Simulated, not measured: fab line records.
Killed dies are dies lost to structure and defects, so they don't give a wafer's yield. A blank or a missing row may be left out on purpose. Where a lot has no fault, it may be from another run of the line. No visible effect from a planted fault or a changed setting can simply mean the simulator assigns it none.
What tool caused it? | flow berkeley cmos170 | Sampling: 14 lots, 42 wafers, 6 of 331 route steps

WHAT EACH GAUGE READ, for each wafer
UCB170_V1_CD_MEAS_12: target cd 700 nm. Usual: cd nm reads 700.3 nm (standard deviation 1.4).
lot  | measured     | on        | cd nm (nm)        | flag
L429 | day 7 06:16  | cd sem-01 | 700.9 701.8 699.0 |
L430 | day 7 08:30  | cd sem-02 | 701.0 700.3 700.0 |
L428 | day 7 08:47  | cd sem-01 | 698.1 698.2 697.8 |
L431 | day 8 03:35  | cd sem-01 | 699.4 699.8 699.7 |
L432 | day 8 03:50  | cd sem-01 | 701.7 701.8 700.6 |
L434 | day 8 13:18  | cd sem-01 | 702.7 702.9 702.1 |
L439 | day 9 07:05  | cd sem-02 | 699.2 699.9 698.5 |
L440 | day 9 07:18  | cd sem-02 | 702.6 703.0 701.7 |
L441 | day 10 06:41 | cd sem-01 | 698.3 699.5 697.9 |
L445 | day 10 18:01 | cd sem-02 | 699.1 699.4 699.8 |
L448 | day 11 07:58 | cd sem-02 | 701.6 702.0 703.0 |
L446 | day 11 12:43 | cd sem-02 | 699.3 701.3 701.2 |
L447 | day 11 12:51 | cd sem-01 | 701.0 699.7 699.8 |
L449 | day 11 15:20 | cd sem-01 | 700.0 701.0 699.9 |

UCB170_M2_RS_MEAS_02: uses a four-point probe to measure. Usual: M2_AL_RS typically reads 0.03207 ohm/sq, with standard deviation 0.00022.
lot  | measured     | on            | M2_AL_RS (ohm/sq)       | flag
L429 | day 7 06:58  | film metro-01 | 0.03182 0.03224 0.03227 |
L430 | day 7 09:13  | film metro-04 | 0.03208 0.03195 0.03217 |
L428 | day 7 09:29  | film metro-03 | 0.03205 0.03206 0.03207 |
L431 | day 8 04:18  | film metro-01 | 0.03017 0.03043 0.0302  | OFF
L432 | day 8 04:33  | film metro-04 | 0.03177 0.03172 0.03202 |
L434 | day 8 14:00  | film metro-01 | 0.03009 0.03017 0.03027 | OFF
L439 | day 9 07:47  | film metro-01 | 0.03197 0.0321 0.03175  |
L440 | day 9 08:00  | film metro-01 | 0.03199 0.03215 0.03202 |
L441 | day 10 07:24 | film metro-04 | 0.03185 0.03177 0.0319  |
L445 | day 10 18:44 | film metro-04 | 0.0324 0.03232 0.03204  |
L448 | day 11 08:40 | film metro-04 | 0.0323 0.03214 0.03215  |
L446 | day 11 13:25 | film metro-04 | 0.03179 0.03216 0.03168 |
L447 | day 11 13:34 | film metro-03 | 0.03207 0.03203 0.03261 |
L449 | day 11 16:02 | film metro-04 | 0.03196 0.03175 0.03193 |

UCB170_M2_THK_MEAS_03: measures by xrf. Usual: M2_AL_THK typically reads 885 nm, with standard deviation 8.4.
lot  | measured     | on            | M2_AL_THK (nm) | flag
L429 | day 7 07:05  | film metro-01 | 893 886 879    |
L430 | day 7 09:20  | film metro-04 | 888 884 885    |
L428 | day 7 09:36  | film metro-03 | 886 891 887    |
L431 | day 8 04:25  | film metro-01 | 945 933 938    | OFF
L432 | day 8 04:39  | film metro-04 | 885 884 876    |
L434 | day 8 14:07  | film metro-01 | 944 942 932    | OFF
L439 | day 9 07:53  | film metro-01 | 900 895 903    |
L440 | day 9 08:07  | film metro-01 | 894 889 896    |
L441 | day 10 07:30 | film metro-04 | 892 891 887    |
L445 | day 10 18:50 | film metro-04 | 878 875 888    |
L448 | day 11 08:46 | film metro-04 | 872 874 871    |
L446 | day 11 13:31 | film metro-04 | 878 872 890    |
L447 | day 11 13:41 | film metro-03 | 887 884 870    |
L449 | day 11 16:09 | film metro-04 | 882 886 879    |

UCB170_M3_OVL_MEAS_16. Usual: M3_OVL typically reads -1 nm, with standard deviation 5.9.
lot  | measured     | on         | M3_OVL (nm) | flag
L429 | day 7 16:01  | overlay-02 | -12 -2 -5   |
L430 | day 7 18:22  | overlay-01 | 5 4 2       |
L428 | day 7 18:38  | overlay-02 | 1 -11 0     |
L431 | day 8 13:04  | overlay-02 | -2 -3 -11   |
L432 | day 8 13:18  | overlay-02 | 4 -5 1      |
L434 | day 8 21:44  | overlay-01 | 9 2 8       |
L439 | day 9 15:30  | overlay-02 | -3 1 1      |
L440 | day 9 15:39  | overlay-02 | 2 5 8       |
L441 | day 10 14:30 | overlay-02 | 9 5 1       |
L445 | day 11 04:02 | overlay-02 | 1 5 0       |
L448 | day 11 15:50 | overlay-01 | 9 -9 -3     |
L446 | day 11 20:31 | overlay-02 | 4 4 8       |
L447 | day 11 20:54 | overlay-01 | 2 -1 -6     |
L449 | day 11 23:26 | overlay-02 | 0 2 2       |

WHAT TOOL EACH LOT RAN ON (gives the tool, then ch and the chambers of the sampled wafers, and finally the start)
lot  | UCB170_M2_SPUTTER_01         | UCB170_M2_STRIP_19
L429 | pvd sputter-04, day 7 06:53  | plasma asher-03 ch 0,1, day 7 10:56
L430 | pvd sputter-01, day 7 09:07  | plasma asher-04 ch 0,1, day 7 12:58
L428 | pvd sputter-03, day 7 09:24  | plasma asher-01 ch 0,1, day 7 13:04
L431 | pvd sputter-04, day 8 04:11  | plasma asher-03 ch 0,1, day 8 07:06
L432 | pvd sputter-01, day 8 04:25  | plasma asher-01 ch 0,1, day 8 07:15
L434 | pvd sputter-04, day 8 13:54  | plasma asher-04 ch 0,1, day 8 16:25
L439 | pvd sputter-01, day 9 07:41  | plasma asher-03 ch 0,1, day 9 10:14
L440 | pvd sputter-03, day 9 07:55  | plasma asher-01 ch 0,1, day 9 10:31
L441 | pvd sputter-01, day 10 07:16 | plasma asher-01 ch 0,1, day 10 09:48
L445 | pvd sputter-01, day 10 18:37 | plasma asher-03 ch 0, day 10 22:04
L448 | pvd sputter-01, day 11 08:32 | plasma asher-01 ch 0,1, day 11 11:01
L446 | pvd sputter-03, day 11 13:17 | plasma asher-01 ch 0,1, day 11 15:34
L447 | pvd sputter-01, day 11 13:29 | plasma asher-04 ch 0,1, day 11 15:58
L449 | pvd sputter-03, day 11 15:57 | plasma asher-01 ch 0,1, day 11 18:17
- UCB170_M2_SPUTTER_01: material Al, target thk 900 nm, time 120 s.
- UCB170_M2_STRIP_19: strips in O2.

AS READ BY THE TOOLS THEMSELVES (means over the sampled wafers that have a number; for cases with no such wafer, the mark the record gives instead)
UCB170_M2_SPUTTER_01. Usual: cathode dc power W 6000.0 W, standard deviation 1.1; throttle valve pct 30.0 %, standard deviation 1.3.
lot  | tool           | cathode dc power W (W) | throttle valve pct (%) | flag
L429 | pvd sputter-04 | 6000.3                 | 29.7                   |
L430 | pvd sputter-01 | 5998.6                 | 30.7                   |
L428 | pvd sputter-03 | 5999.3                 | 30.7                   |
L431 | pvd sputter-04 | 6364.2                 | 29.1                   | OFF
L432 | pvd sputter-01 | 6000.9                 | 29.7                   |
L434 | pvd sputter-04 | 6366.1                 | 29.0                   | OFF
L439 | pvd sputter-01 | 6000.0                 | 29.6                   |
L440 | pvd sputter-03 | 5999.6                 | 30.5                   |
L441 | pvd sputter-01 | 6000.1                 | 30.6                   |
L445 | pvd sputter-01 | 5999.6                 | 29.6                   |
L448 | pvd sputter-01 | 5999.9                 | 29.8                   |
L446 | pvd sputter-03 | 6000.7                 | 31.2                   |
L447 | pvd sputter-01 | 6000.3                 | 30.7                   |
L449 | pvd sputter-03 | 5999.4                 | 30.7                   |

UCB170_M2_STRIP_19. Usual: drypump motor current A 5.4 A, standard deviation 0.36; oes product au 0.556 a.u., standard deviation 0.013.
lot  | tool            | drypump motor current A (A) | oes product au (a.u.) | flag
L429 | plasma asher-03 | 5.9                         | 0.547                 |
L430 | plasma asher-04 | 5.5                         | 0.562                 |
L428 | plasma asher-01 | 5.2                         | 0.555                 |
L431 | plasma asher-03 | 5.8                         | 0.530                 |
L432 | plasma asher-01 | 5.1                         | 0.562                 |
L434 | plasma asher-04 | 5.5                         | 0.572                 |
L439 | plasma asher-03 | 5.8                         | 0.577                 |
L440 | plasma asher-01 | 5.2                         | 0.558                 |
L441 | plasma asher-01 | 5.1                         | 0.546                 |
L445 | plasma asher-03 | 5.7                         | 0.573                 |
L448 | plasma asher-01 | 5.2                         | 0.559                 |
L446 | plasma asher-01 | 5.2                         | 0.556                 |
L447 | plasma asher-04 | 5.4                         | 0.563                 |
L449 | plasma asher-01 | 5.1                         | 0.552                 |

THE ANSWER, worked out from the rows above alone
Rule: a lot is off if the mean of its wafers that have a number lies more than 3 standard deviations from the usual mean. Also off: a lot with no number at a reading for which 4 or more lots have one. Where the step has rows for the other lots, those lots are counted as sound. Order of review: gauges by route order, followed by the tools' own readings, for which a lot's mean as printed above is used. At the first step where some lot is off, the reading lying furthest off is the one used; lots without a number count as furthest.
Off: L431, L434, at UCB170_M2_RS_MEAS_02 (M2_AL_RS).
A tool fits if, at a process step before that reading, it ran every lot that is off, and no sound lot after the first of them. Not tried: the gauges at UCB170_M2_RS_MEAS_02; whatever is off there is also off at UCB170_M2_SPUTTER_01, on other tools, and gauge error can't account for it. One fits: UCB170_M2_SPUTTER_01 on pvd sputter-04. Its last sound lot is L429 (day 7 06:53), its first lot that is off L431 (day 8 04:11): a fault that began between those two fits.
The tool's own readings at UCB170_M2_SPUTTER_01 bear it out: on the lots that are off they differ by more than 5 times the standard deviation of the sound lots' means. cathode dc power W reads 6365.1 W there against 5999.9 W on the sound lots.

WHAT THE SIMULATOR HAD INSERTED
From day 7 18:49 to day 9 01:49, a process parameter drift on pvd sputter-04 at UCB170_M2_SPUTTER_01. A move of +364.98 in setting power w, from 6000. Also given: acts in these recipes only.
Lots struck among those shown: L431, L434. The rule above found the same.
